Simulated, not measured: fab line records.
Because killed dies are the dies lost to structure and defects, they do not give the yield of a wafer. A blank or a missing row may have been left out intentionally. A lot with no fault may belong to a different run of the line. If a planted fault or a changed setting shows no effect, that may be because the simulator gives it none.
The tool behind it: which one? || flow berkeley cmos170 || 12 lots, 36 wafers sampled, at 5 steps of a route of 331

== WHAT THE GAUGES SHOWED, per wafer ==
UCB170_WELLDRIVE_THK_MEAS_02. Usual: WELLDRIVE_OXIDE_THK typically reads 198 nm, with standard deviation 3.5.
{"lot": "L627", "measured": "day 4 01:48", "on": "film metro-02", "WELLDRIVE_OXIDE_THK (nm)": "197 197 197", "flag": ""}
{"lot": "L628", "measured": "day 4 15:20", "on": "film metro-01", "WELLDRIVE_OXIDE_THK (nm)": "202 205 203", "flag": ""}
{"lot": "L629", "measured": "day 4 15:20", "on": "film metro-03", "WELLDRIVE_OXIDE_THK (nm)": "197 197 198", "flag": ""}
{"lot": "L630", "measured": "day 4 15:20", "on": "film metro-02", "WELLDRIVE_OXIDE_THK (nm)": "195 195 199", "flag": ""}
{"lot": "L631", "measured": "day 5 01:35", "on": "film metro-03", "WELLDRIVE_OXIDE_THK (nm)": "199 198 195", "flag": ""}
{"lot": "L638", "measured": "day 6 07:28", "on": "film metro-03", "WELLDRIVE_OXIDE_THK (nm)": "214 211 213", "flag": "OFF"}
{"lot": "L639", "measured": "day 6 07:26", "on": "film metro-01", "WELLDRIVE_OXIDE_THK (nm)": "216 211 214", "flag": "OFF"}
{"lot": "L640", "measured": "day 6 19:19", "on": "film metro-02", "WELLDRIVE_OXIDE_THK (nm)": "199 201 197", "flag": ""}
{"lot": "L641", "measured": "day 6 19:19", "on": "film metro-01", "WELLDRIVE_OXIDE_THK (nm)": "197 198 200", "flag": ""}
{"lot": "L644", "measured": "day 7 14:43", "on": "film metro-01", "WELLDRIVE_OXIDE_THK (nm)": "192 193 193", "flag": ""}
{"lot": "L645", "measured": "day 8 01:39", "on": "film metro-02", "WELLDRIVE_OXIDE_THK (nm)": "196 199 198", "flag": ""}
{"lot": "L646", "measured": "day 8 01:41", "on": "film metro-03", "WELLDRIVE_OXIDE_THK (nm)": "201 202 203", "flag": ""}

UCB170_M1_CD_MEAS_90: the cd target is 700 nm. Usual: cd nm reads 700.9 nm (standard deviation 1.9).
{"lot": "L627", "measured": "day 8 07:05", "on": "cd sem-01", "cd nm (nm)": "699.3 701.3 699.6", "flag": ""}
{"lot": "L628", "measured": "day 9 07:13", "on": "cd sem-02", "cd nm (nm)": "701.8 702.8 704.0", "flag": ""}
{"lot": "L629", "measured": "day 9 07:46", "on": "cd sem-02", "cd nm (nm)": "702.6 699.6 701.8", "flag": ""}
{"lot": "L630", "measured": "day 9 05:19", "on": "cd sem-02", "cd nm (nm)": "702.9 698.6 702.7", "flag": ""}
{"lot": "L631", "measured": "day 9 17:22", "on": "cd sem-02", "cd nm (nm)": "698.3 700.1 698.9", "flag": ""}
{"lot": "L638", "measured": "day 10 16:39", "on": "cd sem-01", "cd nm (nm)": "701.2 701.5 703.6", "flag": ""}
{"lot": "L639", "measured": "day 10 18:13", "on": "cd sem-02", "cd nm (nm)": "699.7 699.8 699.9", "flag": ""}
{"lot": "L640", "measured": "day 11 16:53", "on": "cd sem-01", "cd nm (nm)": "699.1 698.8 701.2", "flag": ""}
{"lot": "L641", "measured": "day 11 17:50", "on": "cd sem-01", "cd nm (nm)": "698.3 700.5 699.7", "flag": ""}
{"lot": "L644", "measured": "day 12 13:01", "on": "cd sem-02", "cd nm (nm)": "700.4 699.6 702.5", "flag": ""}
{"lot": "L645", "measured": "day 12 09:22", "on": "cd sem-02", "cd nm (nm)": "699.6 697.1 698.3", "flag": ""}
{"lot": "L646", "measured": "day 12 10:22", "on": "cd sem-02", "cd nm (nm)": "697.4 700.6 700.6", "flag": ""}

== WHAT TOOL EACH LOT RAN ON (gives the tool, then ch and the chambers of the sampled wafers, and finally the start) ==
{"lot": "L627", "UCB170_WELLDRIVE_OXIDATION_01": "furnace-01 ch 0, day 3 22:17", "UCB170_CONTACT_ETCH_17": "rie diel-01 ch 0,1,3, day 8 04:32", "UCB170_M1_STRIP_13": "plasma asher-01 ch 0,1, day 8 06:58"}
{"lot": "L628", "UCB170_WELLDRIVE_OXIDATION_01": "furnace-04 ch 0, day 4 11:50", "UCB170_CONTACT_ETCH_17": "rie diel-03 ch 2,3, day 9 04:46", "UCB170_M1_STRIP_13": "plasma asher-04 ch 0, day 9 07:07"}
{"lot": "L629", "UCB170_WELLDRIVE_OXIDATION_01": "furnace-04 ch 0, day 4 11:50", "UCB170_CONTACT_ETCH_17": "rie diel-01 ch 0,1,3, day 9 05:10", "UCB170_M1_STRIP_13": "plasma asher-01 ch 0,1, day 9 07:40"}
{"lot": "L630", "UCB170_WELLDRIVE_OXIDATION_01": "furnace-04 ch 0, day 4 11:50", "UCB170_CONTACT_ETCH_17": "rie diel-04 ch 0,1,2, day 9 03:07", "UCB170_M1_STRIP_13": "plasma asher-01 ch 0,1, day 9 05:13"}
{"lot": "L631", "UCB170_WELLDRIVE_OXIDATION_01": "furnace-01 ch 0, day 4 22:04", "UCB170_CONTACT_ETCH_17": "rie diel-01 ch 2,3, day 9 13:57", "UCB170_M1_STRIP_13": "plasma asher-02 ch 0,1, day 9 17:08"}
{"lot": "L638", "UCB170_WELLDRIVE_OXIDATION_01": "furnace-01 ch 0, day 6 03:56", "UCB170_CONTACT_ETCH_17": "rie diel-01 ch 2,3, day 10 14:04", "UCB170_M1_STRIP_13": "plasma asher-01 ch 0,1, day 10 16:31"}
{"lot": "L639", "UCB170_WELLDRIVE_OXIDATION_01": "furnace-01 ch 0, day 6 03:56", "UCB170_CONTACT_ETCH_17": "rie diel-03 ch 1,2,3, day 10 16:07", "UCB170_M1_STRIP_13": "plasma asher-04 ch 0,1, day 10 18:07"}
{"lot": "L640", "UCB170_WELLDRIVE_OXIDATION_01": "furnace-04 ch 0, day 6 15:49", "UCB170_CONTACT_ETCH_17": "rie diel-03 ch 0,2, day 11 14:46", "UCB170_M1_STRIP_13": "plasma asher-02 ch 0,1, day 11 16:46"}
{"lot": "L641", "UCB170_WELLDRIVE_OXIDATION_01": "furnace-04 ch 0, day 6 15:49", "UCB170_CONTACT_ETCH_17": "rie diel-01 ch 1,2, day 11 15:44", "UCB170_M1_STRIP_13": "plasma asher-01 ch 0,1, day 11 17:43"}
{"lot": "L644", "UCB170_WELLDRIVE_OXIDATION_01": "furnace-02 ch 0, day 7 11:12", "UCB170_CONTACT_ETCH_17": "rie diel-03 ch 1,2,3, day 12 09:58", "UCB170_M1_STRIP_13": "plasma asher-01 ch 0,1, day 12 12:54"}
{"lot": "L645", "UCB170_WELLDRIVE_OXIDATION_01": "furnace-02 ch 0, day 7 22:09", "UCB170_CONTACT_ETCH_17": "rie diel-01 ch 1,2, day 12 06:58", "UCB170_M1_STRIP_13": "plasma asher-04 ch 0,1, day 12 09:16"}
{"lot": "L646", "UCB170_WELLDRIVE_OXIDATION_01": "furnace-02 ch 0, day 7 22:09", "UCB170_CONTACT_ETCH_17": "rie diel-04 ch 0,1,3, day 12 07:44", "UCB170_M1_STRIP_13": "plasma asher-01 ch 0,1, day 12 10:16"}
- UCB170_WELLDRIVE_OXIDATION_01: target thk 199 nm, ox time 9000 s.
- UCB170_CONTACT_ETCH_17: etches BARC in N2/H2.
- UCB170_M1_STRIP_13: strips in O2.

== AS READ BY THE TOOLS THEMSELVES (means over the sampled wafers that have a number; for cases with no such wafer, the mark the record gives instead) ==
UCB170_WELLDRIVE_OXIDATION_01. Usual: spike tc centre C 1102.2 C, standard deviation 1.2; spike tc load C 1130 C, standard deviation 3.1; spike tc source C 1128.9 C, standard deviation 2.1; tube center temp C 1100 C, standard deviation 0.092; tube_center_temp_C_max 1102.9, standard deviation 0.46; zone power load pct 46.7 %, standard deviation 2.9.
{"lot": "L627", "tool": "furnace-01", "spike tc centre C (C)": 1102.6, "spike tc load C (C)": 1132, "spike tc source C (C)": 1130.5, "tube center temp C (C)": 1100, "tube_center_temp_C_max": 1102.8, "zone power load pct (%)": 47.4, "flag": ""}
{"lot": "L628", "tool": "furnace-04", "spike tc centre C (C)": 1102.1, "spike tc load C (C)": 1127, "spike tc source C (C)": 1126.1, "tube center temp C (C)": 1100, "tube_center_temp_C_max": 1102.7, "zone power load pct (%)": 50.0, "flag": ""}
{"lot": "L629", "tool": "furnace-04", "spike tc centre C (C)": 1103.8, "spike tc load C (C)": 1127, "spike tc source C (C)": 1127.2, "tube center temp C (C)": 1100, "tube_center_temp_C_max": 1103.4, "zone power load pct (%)": 49.7, "flag": ""}
{"lot": "L630", "tool": "furnace-04", "spike tc centre C (C)": 1102.8, "spike tc load C (C)": 1127, "spike tc source C (C)": 1126.6, "tube center temp C (C)": 1100, "tube_center_temp_C_max": 1103.3, "zone power load pct (%)": 50.8, "flag": ""}
{"lot": "L631", "tool": "furnace-01", "spike tc centre C (C)": 1101.2, "spike tc load C (C)": 1132, "spike tc source C (C)": 1130.2, "tube center temp C (C)": 1100, "tube_center_temp_C_max": 1103.0, "zone power load pct (%)": 47.9, "flag": ""}
{"lot": "L638", "tool": "furnace-01", "spike tc centre C (C)": 1108.9, "spike tc load C (C)": 1141, "spike tc source C (C)": 1139.5, "tube center temp C (C)": 1108, "tube_center_temp_C_max": 1110.7, "zone power load pct (%)": 48.5, "flag": "OFF"}
{"lot": "L639", "tool": "furnace-01", "spike tc centre C (C)": 1109.7, "spike tc load C (C)": 1141, "spike tc source C (C)": 1139.1, "tube center temp C (C)": 1108, "tube_center_temp_C_max": 1110.8, "zone power load pct (%)": 47.7, "flag": "OFF"}
{"lot": "L640", "tool": "furnace-04", "spike tc centre C (C)": 1104.0, "spike tc load C (C)": 1128, "spike tc source C (C)": 1126.1, "tube center temp C (C)": 1100, "tube_center_temp_C_max": 1102.6, "zone power load pct (%)": 50.2, "flag": ""}
{"lot": "L641", "tool": "furnace-04", "spike tc centre C (C)": 1103.0, "spike tc load C (C)": 1127, "spike tc source C (C)": 1126.1, "tube center temp C (C)": 1100, "tube_center_temp_C_max": 1102.2, "zone power load pct (%)": 51.1, "flag": ""}
{"lot": "L644", "tool": "furnace-02", "spike tc centre C (C)": 1102.1, "spike tc load C (C)": 1127, "spike tc source C (C)": 1127.8, "tube center temp C (C)": 1100, "tube_center_temp_C_max": 1102.7, "zone power load pct (%)": 42.1, "flag": ""}
{"lot": "L645", "tool": "furnace-02", "spike tc centre C (C)": 1102.5, "spike tc load C (C)": 1127, "spike tc source C (C)": 1128.1, "tube center temp C (C)": 1100, "tube_center_temp_C_max": 1102.8, "zone power load pct (%)": 42.1, "flag": ""}
{"lot": "L646", "tool": "furnace-02", "spike tc centre C (C)": 1102.7, "spike tc load C (C)": 1127, "spike tc source C (C)": 1128.4, "tube center temp C (C)": 1100, "tube_center_temp_C_max": 1102.7, "zone power load pct (%)": 41.8, "flag": ""}

UCB170_CONTACT_ETCH_17. Usual: drypump motor current A 5.8 A, standard deviation 0.51; oes product au 1.000 a.u., standard deviation 0.016; throttle valve pct 13.32 %, standard deviation 0.16.
{"lot": "L627", "tool": "rie diel-01", "drypump motor current A (A)": 5.7, "oes product au (a.u.)": 0.998, "throttle valve pct (%)": 13.42, "flag": ""}
{"lot": "L628", "tool": "rie diel-03", "drypump motor current A (A)": 6.4, "oes product au (a.u.)": 1.019, "throttle valve pct (%)": 13.21, "flag": ""}
{"lot": "L629", "tool": "rie diel-01", "drypump motor current A (A)": 5.6, "oes product au (a.u.)": 0.999, "throttle valve pct (%)": 13.43, "flag": ""}
{"lot": "L630", "tool": "rie diel-04", "drypump motor current A (A)": 5.6, "oes product au (a.u.)": 1.001, "throttle valve pct (%)": 13.15, "flag": ""}
{"lot": "L631", "tool": "rie diel-01", "drypump motor current A (A)": 5.2, "oes product au (a.u.)": 0.992, "throttle valve pct (%)": 13.48, "flag": ""}
{"lot": "L638", "tool": "rie diel-01", "drypump motor current A (A)": 5.2, "oes product au (a.u.)": 0.986, "throttle valve pct (%)": 13.47, "flag": ""}
{"lot": "L639", "tool": "rie diel-03", "drypump motor current A (A)": 6.3, "oes product au (a.u.)": 1.022, "throttle valve pct (%)": 13.18, "flag": ""}
{"lot": "L640", "tool": "rie diel-03", "drypump motor current A (A)": 6.4, "oes product au (a.u.)": 1.010, "throttle valve pct (%)": 13.47, "flag": ""}
{"lot": "L641", "tool": "rie diel-01", "drypump motor current A (A)": 5.1, "oes product au (a.u.)": 0.997, "throttle valve pct (%)": 13.41, "flag": ""}
{"lot": "L644", "tool": "rie diel-03", "drypump motor current A (A)": 6.3, "oes product au (a.u.)": 1.016, "throttle valve pct (%)": 13.18, "flag": ""}
{"lot": "L645", "tool": "rie diel-01", "drypump motor current A (A)": 5.1, "oes product au (a.u.)": 0.995, "throttle valve pct (%)": 13.40, "flag": ""}
{"lot": "L646", "tool": "rie diel-04", "drypump motor current A (A)": 5.4, "oes product au (a.u.)": 0.989, "throttle valve pct (%)": 13.18, "flag": ""}

UCB170_M1_STRIP_13. Usual: drypump motor current A 5.5 A, standard deviation 0.44; oes product au 0.721 a.u., standard deviation 0.0041.
{"lot": "L627", "tool": "plasma asher-01", "drypump motor current A (A)": 5.6, "oes product au (a.u.)": 0.715, "flag": ""}
{"lot": "L628", "tool": "plasma asher-04", "drypump motor current A (A)": 4.9, "oes product au (a.u.)": 0.720, "flag": ""}
{"lot": "L629", "tool": "plasma asher-01", "drypump motor current A (A)": 5.4, "oes product au (a.u.)": 0.720, "flag": ""}
{"lot": "L630", "tool": "plasma asher-01", "drypump motor current A (A)": 5.4, "oes product au (a.u.)": 0.724, "flag": ""}
{"lot": "L631", "tool": "plasma asher-02", "drypump motor current A (A)": 6.3, "oes product au (a.u.)": 0.723, "flag": ""}
{"lot": "L638", "tool": "plasma asher-01", "drypump motor current A (A)": 5.4, "oes product au (a.u.)": 0.721, "flag": ""}
{"lot": "L639", "tool": "plasma asher-04", "drypump motor current A (A)": 5.1, "oes product au (a.u.)": 0.721, "flag": ""}
{"lot": "L640", "tool": "plasma asher-02", "drypump motor current A (A)": 6.3, "oes product au (a.u.)": 0.716, "flag": ""}
{"lot": "L641", "tool": "plasma asher-01", "drypump motor current A (A)": 5.6, "oes product au (a.u.)": 0.717, "flag": ""}
{"lot": "L644", "tool": "plasma asher-01", "drypump motor current A (A)": 5.6, "oes product au (a.u.)": 0.719, "flag": ""}
{"lot": "L645", "tool": "plasma asher-04", "drypump motor current A (A)": 5.2, "oes product au (a.u.)": 0.720, "flag": ""}
{"lot": "L646", "tool": "plasma asher-01", "drypump motor current A (A)": 5.6, "oes product au (a.u.)": 0.719, "flag": ""}

== THE ANSWER, worked out from the rows above alone ==
Rule: take the mean of a lot's wafers that have a number; if it is more than 3 standard deviations from the usual mean, the lot is off. Also off: a lot with no number at a reading for which 4 or more lots have one. Where the step has rows for the other lots, those lots are counted as sound. After the gauges, taken in route order, come the tools' own readings; for these a lot's mean is taken, as printed above. At the first step where some lot is off, the reading lying furthest off is the one used; lots without a number count as furthest.
Off: at UCB170_WELLDRIVE_THK_MEAS_02 (WELLDRIVE_OXIDE_THK), L638, L639.
A tool fits if, at a process step before that reading, it ran every lot that is off, and no sound lot after the first of them. Not tried: the gauges at UCB170_WELLDRIVE_THK_MEAS_02; whatever is off there is also off at UCB170_WELLDRIVE_OXIDATION_01, on other tools, and gauge error can't account for it. One candidate fits, namely furnace-01 at UCB170_WELLDRIVE_OXIDATION_01. Its last sound lot is L631 (day 4 22:04), its first lot that is off L638 (day 6 03:56): a fault that began between those two fits.
The tool's own readings at UCB170_WELLDRIVE_OXIDATION_01 bear it out: on the lots that are off they differ by more than 5 times the standard deviation of the sound lots' means. spike tc centre C reads 1109.3 C there against 1102.7 C on the sound lots; spike tc load C reads 1141 C there against 1128 C on the sound lots; spike tc source C reads 1139.3 C there against 1127.7 C on the sound lots; tube center temp C reads 1108 C there against 1100 C on the sound lots; tube_center_temp_C_max reads 1110.8 there against 1102.8 on the sound lots.

== WHAT THE SIMULATOR PUT IN ==
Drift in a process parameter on furnace-01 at UCB170_WELLDRIVE_OXIDATION_01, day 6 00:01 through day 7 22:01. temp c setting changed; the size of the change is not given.
Lots struck among those shown: L639, L638. The same result came from the rule above.
